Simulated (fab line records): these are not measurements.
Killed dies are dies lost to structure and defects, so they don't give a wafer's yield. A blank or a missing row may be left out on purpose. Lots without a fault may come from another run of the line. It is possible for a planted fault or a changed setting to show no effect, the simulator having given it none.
Which tool is to blame? || flow berkeley_cmos170 || 14 lots with 42 wafers sampled at 3 steps, on a route of 331 steps

WHAT THE GAUGES READ, wafer by wafer
UCB170_V1_CD_MEAS_90 targets a cd of 700 nm.
{"lot": "L958", "measured": "day 7 16:16", "on": "cd_sem-02", "cd_nm (nm)": "701.8 701.2 699.7"}
{"lot": "L957", "measured": "day 7 16:34", "on": "cd_sem-02", "cd_nm (nm)": "701.6 700.5 702.3"}
{"lot": "L959", "measured": "day 8 00:27", "on": "cd_sem-01", "cd_nm (nm)": "700.6 700.7 699.6"}
{"lot": "L960", "measured": "day 8 06:04", "on": "cd_sem-01", "cd_nm (nm)": "698.3 699.4 699.6"}
{"lot": "L961", "measured": "day 8 11:46", "on": "cd_sem-02", "cd_nm (nm)": "701.5 700.4 699.5"}
{"lot": "L964", "measured": "day 9 00:11", "on": "cd_sem-02", "cd_nm (nm)": "698.1 703.2 702.5"}
{"lot": "L965", "measured": "day 9 08:29", "on": "cd_sem-02", "cd_nm (nm)": "700.7 699.3 698.9"}
{"lot": "L971", "measured": "day 10 06:29", "on": "cd_sem-01", "cd_nm (nm)": "698.3 700.8 698.3"}
{"lot": "L969", "measured": "day 10 06:40", "on": "cd_sem-02", "cd_nm (nm)": "700.5 698.4 700.9"}
{"lot": "L975", "measured": "day 11 04:44", "on": "cd_sem-01", "cd_nm (nm)": "699.5 699.6 701.5"}
{"lot": "L976", "measured": "day 11 06:02", "on": "cd_sem-02", "cd_nm (nm)": "698.5 698.8 701.4"}
{"lot": "L979", "measured": "day 11 21:29", "on": "cd_sem-01", "cd_nm (nm)": "699.3 699.0 697.9"}
{"lot": "L978", "measured": "day 11 21:49", "on": "cd_sem-02", "cd_nm (nm)": "698.4 693.9 697.7"}
{"lot": "L980", "measured": "day 12 02:07", "on": "cd_sem-01", "cd_nm (nm)": "701.3 700.5 699.2"}

WHAT TOOL EACH LOT RAN ON (gives the tool, then ch and the chambers of the sampled wafers, and finally the start)
{"lot": "L958", "UCB170_M1_STRIP_13": "plasma_asher-01 ch 0,1, day 7 09:20", "UCB170_V1_CVD_00": "pecvd-02 ch 0,2, day 7 12:50"}
{"lot": "L957", "UCB170_M1_STRIP_13": "plasma_asher-02 ch 0,1, day 7 09:38", "UCB170_V1_CVD_00": "pecvd-03 ch 0,1,2, day 7 12:50"}
{"lot": "L959", "UCB170_M1_STRIP_13": "plasma_asher-02 ch 0,1, day 7 17:20", "UCB170_V1_CVD_00": "pecvd-03 ch 0,2, day 7 22:17"}
{"lot": "L960", "UCB170_M1_STRIP_13": "plasma_asher-02 ch 0,1, day 7 22:01", "UCB170_V1_CVD_00": "pecvd-03 ch 0,1,2, day 8 03:35"}
{"lot": "L961", "UCB170_M1_STRIP_13": "plasma_asher-02 ch 0,1, day 8 05:01", "UCB170_V1_CVD_00": "pecvd-02 ch 0,1,2, day 8 09:02"}
{"lot": "L964", "UCB170_M1_STRIP_13": "plasma_asher-03 ch 0,1, day 8 15:35", "UCB170_V1_CVD_00": "pecvd-03 ch 0,1,2, day 8 21:52"}
{"lot": "L965", "UCB170_M1_STRIP_13": "plasma_asher-03 ch 0,1, day 9 00:49", "UCB170_V1_CVD_00": "pecvd-02 ch 0,2, day 9 05:43"}
{"lot": "L971", "UCB170_M1_STRIP_13": "plasma_asher-01 ch 0,1, day 9 22:13", "UCB170_V1_CVD_00": "pecvd-02 ch 0,1, day 10 03:59"}
{"lot": "L969", "UCB170_M1_STRIP_13": "plasma_asher-02 ch 0,1, day 9 22:31", "UCB170_V1_CVD_00": "pecvd-03 ch 0,1,2, day 10 04:04"}
{"lot": "L975", "UCB170_M1_STRIP_13": "plasma_asher-02 ch 0,1, day 10 20:57", "UCB170_V1_CVD_00": "pecvd-04 ch 0,1,2, day 11 00:11"}
{"lot": "L976", "UCB170_M1_STRIP_13": "plasma_asher-02 ch 0,1, day 10 22:50", "UCB170_V1_CVD_00": "pecvd-02 ch 0,1,2, day 11 03:52"}
{"lot": "L979", "UCB170_M1_STRIP_13": "plasma_asher-01 ch 0,1, day 11 14:56", "UCB170_V1_CVD_00": "pecvd-03 ch 0,1,2, day 11 19:13"}
{"lot": "L978", "UCB170_M1_STRIP_13": "plasma_asher-01 ch 0,1, day 11 15:15", "UCB170_V1_CVD_00": "pecvd-02 ch 0,1, day 11 19:13"}
{"lot": "L980", "UCB170_M1_STRIP_13": "plasma_asher-03 ch 0,1, day 11 18:17", "UCB170_V1_CVD_00": "pecvd-04 ch 0,1,2, day 11 23:28"}
- UCB170_M1_STRIP_13: strips in O2.
- UCB170_V1_CVD_00: deposits SiO2 from TEOS/O2, target thk 2000 nm, time 250 s.

WHAT THE TOOLS THEMSELVES READ (means of the sampled wafers that have a number; where no wafer has one, the mark that the record gives instead)
UCB170_M1_STRIP_13.
{"lot": "L958", "tool": "plasma_asher-01", "drypump_motor_current_A (A)": 5.82, "oes_product_au (a.u.)": 0.720}
{"lot": "L957", "tool": "plasma_asher-02", "drypump_motor_current_A (A)": 5.95, "oes_product_au (a.u.)": 0.722}
{"lot": "L959", "tool": "plasma_asher-02", "drypump_motor_current_A (A)": 5.92, "oes_product_au (a.u.)": 0.722}
{"lot": "L960", "tool": "plasma_asher-02", "drypump_motor_current_A (A)": 5.94, "oes_product_au (a.u.)": 0.716}
{"lot": "L961", "tool": "plasma_asher-02", "drypump_motor_current_A (A)": 5.92, "oes_product_au (a.u.)": 0.726}
{"lot": "L964", "tool": "plasma_asher-03", "drypump_motor_current_A (A)": 5.76, "oes_product_au (a.u.)": 0.714}
{"lot": "L965", "tool": "plasma_asher-03", "drypump_motor_current_A (A)": 5.76, "oes_product_au (a.u.)": 0.721}
{"lot": "L971", "tool": "plasma_asher-01", "drypump_motor_current_A (A)": 5.83, "oes_product_au (a.u.)": 0.712}
{"lot": "L969", "tool": "plasma_asher-02", "drypump_motor_current_A (A)": 6.07, "oes_product_au (a.u.)": 0.715}
{"lot": "L975", "tool": "plasma_asher-02", "drypump_motor_current_A (A)": 5.92, "oes_product_au (a.u.)": 0.723}
{"lot": "L976", "tool": "plasma_asher-02", "drypump_motor_current_A (A)": 5.92, "oes_product_au (a.u.)": 0.717}
{"lot": "L979", "tool": "plasma_asher-01", "drypump_motor_current_A (A)": 5.99, "oes_product_au (a.u.)": 0.723}
{"lot": "L978", "tool": "plasma_asher-01", "drypump_motor_current_A (A)": 5.99, "oes_product_au (a.u.)": 0.718}
{"lot": "L980", "tool": "plasma_asher-03", "drypump_motor_current_A (A)": 5.91, "oes_product_au (a.u.)": 0.722}

UCB170_V1_CVD_00.
{"lot": "L958", "tool": "pecvd-02", "heater_power_w (W)": 227}
{"lot": "L957", "tool": "pecvd-03", "heater_power_w (W)": 247}
{"lot": "L959", "tool": "pecvd-03", "heater_power_w (W)": 200}
{"lot": "L960", "tool": "pecvd-03", "heater_power_w (W)": 217}
{"lot": "L961", "tool": "pecvd-02", "heater_power_w (W)": 249}
{"lot": "L964", "tool": "pecvd-03", "heater_power_w (W)": 222}
{"lot": "L965", "tool": "pecvd-02", "heater_power_w (W)": 198}
{"lot": "L971", "tool": "pecvd-02", "heater_power_w (W)": 277}
{"lot": "L969", "tool": "pecvd-03", "heater_power_w (W)": 239}
{"lot": "L975", "tool": "pecvd-04", "heater_power_w (W)": 236}
{"lot": "L976", "tool": "pecvd-02", "heater_power_w (W)": 242}
{"lot": "L979", "tool": "pecvd-03", "heater_power_w (W)": 217}
{"lot": "L978", "tool": "pecvd-02", "heater_power_w (W)": 253}
{"lot": "L980", "tool": "pecvd-04", "heater_power_w (W)": 221}

THE ANSWER, worked out from the rows above alone
Rule: what is usual is taken from the lots themselves. Put in order of their means at a reading, lots are off if they are a third of the lots or fewer, leave a main group of 4 or more, and stand apart from it by a gap of 3 or more times the standard deviation of the main group's means; of several such gaps the widest counts. Not used: any main group whose means are identical at the precision the tables above print for the reading. Also off: a lot with no number at a reading for which 4 or more lots have one. Any other lot the step has rows for is counted as sound. The gauges are gone through in route order, then the tools' own readings, and for those a lot's mean is taken as printed above. The first step at which some lot is off is used, and at that step the reading that is off furthest; a lot without a number counts as furthest.
Across all readings shown, no lot is off: no conclusion can be drawn from this.

WHAT THE SIMULATOR PUT IN
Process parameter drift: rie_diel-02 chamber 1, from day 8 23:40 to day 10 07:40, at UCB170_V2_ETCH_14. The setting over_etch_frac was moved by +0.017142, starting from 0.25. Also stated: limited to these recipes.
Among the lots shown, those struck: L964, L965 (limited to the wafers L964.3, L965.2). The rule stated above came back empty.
